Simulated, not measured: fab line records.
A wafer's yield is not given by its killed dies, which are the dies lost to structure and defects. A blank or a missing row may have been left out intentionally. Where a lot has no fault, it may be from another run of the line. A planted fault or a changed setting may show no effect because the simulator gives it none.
What tool caused it? | flow berkeley cmos170 | Sampling: 8 lots, 24 wafers, 6 of 331 route steps

## WHAT EACH GAUGE READ, for each wafer
UCB170_PLDD_TW_MEAS_11.
lot  | measured    | on            | PLDD_TW
L360 | day 7 09:15 | film metro-01 | 1002 1004 1004
L362 | day 7 18:08 | film metro-01 | 1000 1004 997
L361 | day 7 18:02 | film metro-02 | 1018 1018 1017
L363 | day 8 01:07 | film metro-01 | 996 998 993
L365 | day 8 14:22 | film metro-04 | 885 886 884
L364 | day 8 14:38 | film metro-04 | 888 888 885
L366 | day 8 23:56 | film metro-02 | 877 873 880
L367 | day 8 23:59 | film metro-01 | 866 868 876

UCB170_PSD_OVL_MEAS_07.
lot  | measured    | on         | PSD_OVL (nm)
L360 | day 7 19:38 | overlay-02 | -11 3 0
L362 | day 8 10:02 | overlay-02 | -6 4 -1
L361 | day 8 09:49 | overlay-02 | -9 -6 -5
L363 | day 8 09:55 | overlay-01 | -14 -17 -10
L365 | day 9 00:36 | overlay-01 | -14 -8 -11
L364 | day 9 00:20 | overlay-01 | -4 -6 -10
L366 | day 9 07:51 | overlay-01 | -6 -5 -11
L367 | day 9 08:05 | overlay-01 | -4 -2 0

UCB170_NSD_CD_MEAS_06: target cd 1200 nm.
lot  | measured    | on        | cd nm (nm)
L360 | day 7 21:25 | cd sem-01 | 1199.6 1198.6 1197.7
L362 | day 8 12:17 | cd sem-01 | 1200.7 1200.0 1200.8
L361 | day 8 11:51 | cd sem-01 | 1201.6 1201.6 1202.3
L363 | day 8 12:07 | cd sem-02 | 1199.4 1198.1 1199.8
L365 | day 9 03:07 | cd sem-01 | 1199.7 1200.5 1200.6
L364 | day 9 02:52 | cd sem-02 | 1203.3 1202.0 1202.3
L366 | day 9 12:08 | cd sem-01 | 1201.2 1200.2 1200.4
L367 | day 9 12:26 | cd sem-02 | 1199.6 1200.7 1201.4

UCB170_SDANNEAL_RS_MEAS_04: uses a four-point probe to measure.
lot  | measured    | on            | PLDD_RS (ohm/sq)
L360 | day 8 01:16 | film metro-04 | 1030.6 1031.7 1033.2
L362 | day 8 14:40 | film metro-02 | 1034.3 1030.7 1032.7
L361 | day 8 14:09 | film metro-02 | 1026.5 1024.1 1023.8
L363 | day 8 14:19 | film metro-01 | 1030.7 1032.1 1036.1
L365 | day 9 05:35 | film metro-02 | 931.2 930.1 932.4
L364 | day 9 04:53 | film metro-02 | 931.3 933.1 932.5
L366 | day 9 13:57 | film metro-01 | 931.6 933.0 932.6
L367 | day 9 14:11 | film metro-04 | 931.4 933.4 931.7

## TOOL THAT RAN EACH LOT (tool first, then ch and the chambers of the sampled wafers, then the start)
lot  | UCB170_GATE_ETCH_14               | UCB170_PLDD_IMPLANT_09
L360 | rie diel-02 ch 0,2,3, day 7 06:52 | implanter-01 ch 0, day 7 09:00
L362 | rie diel-04 ch 1,2,3, day 7 12:58 | implanter-03 ch 0, day 7 17:53
L361 | rie diel-01 ch 1,3, day 7 13:14   | implanter-04 ch 0, day 7 17:46
L363 | rie diel-02 ch 0,2, day 7 22:15   | implanter-04 ch 0, day 8 00:52
L365 | rie diel-04 ch 0,1,2, day 8 11:43 | implanter-01 ch 0, day 8 14:05
L364 | rie diel-02 ch 0,2, day 8 11:44   | implanter-04 ch 0, day 8 14:23
L366 | rie diel-01 ch 0,1,2, day 8 20:10 | implanter-04 ch 0, day 8 23:41
L367 | rie diel-02 ch 2,3, day 8 20:11   | implanter-01 ch 0, day 8 23:45
- UCB170_GATE_ETCH_14: etches BARC in N2/H2.
- UCB170_PLDD_IMPLANT_09

## AS READ BY THE TOOLS THEMSELVES (means over the sampled wafers that have a number; for cases with no such wafer, the mark the record gives instead)
UCB170_GATE_ETCH_14.
lot  | tool        | drypump motor current A (A) | h2 flow sccm (sccm) | oes product au (a.u.) | throttle valve pct (%)
L360 | rie diel-02 | 5.9                         | 200.0               | 1.008                 | 13.14
L362 | rie diel-04 | 5.9                         | 199.9               | 0.998                 | 13.23
L361 | rie diel-01 | 5.5                         | 200.0               | 1.006                 | 13.33
L363 | rie diel-02 | 5.6                         | 200.2               | 1.001                 | 13.16
L365 | rie diel-04 | 5.9                         | 199.3               | 0.987                 | 13.36
L364 | rie diel-02 | 5.6                         | 200.5               | 1.000                 | 13.15
L366 | rie diel-01 | 5.6                         | 199.9               | 1.022                 | 13.27
L367 | rie diel-02 | 5.5                         | 199.9               | 1.006                 | 13.06

## THE ANSWER, worked out from the rows above alone
Rule: what is usual is taken from the lots themselves. Put in order of their means at a reading, lots are off if they are a third of the lots or fewer, leave a main group of 4 or more, and stand apart from it by a gap of 3 or more times the standard deviation of the main group's means; of several such gaps the widest counts. The tables above print the reading to a certain number of digits; a main group whose means all agree to those digits is not used. Also off: a lot with no number at a reading for which 4 or more lots have one. Any other lot the step has rows for is counted as sound. Order of review: gauges by route order, followed by the tools' own readings, for which a lot's mean as printed above is used. At the first step where some lot is off, the reading lying furthest off is the one used; lots without a number count as furthest.
Nothing can be told from this: no lot is off at any reading shown.

## WHAT HAD BEEN PUT IN BY THE SIMULATOR
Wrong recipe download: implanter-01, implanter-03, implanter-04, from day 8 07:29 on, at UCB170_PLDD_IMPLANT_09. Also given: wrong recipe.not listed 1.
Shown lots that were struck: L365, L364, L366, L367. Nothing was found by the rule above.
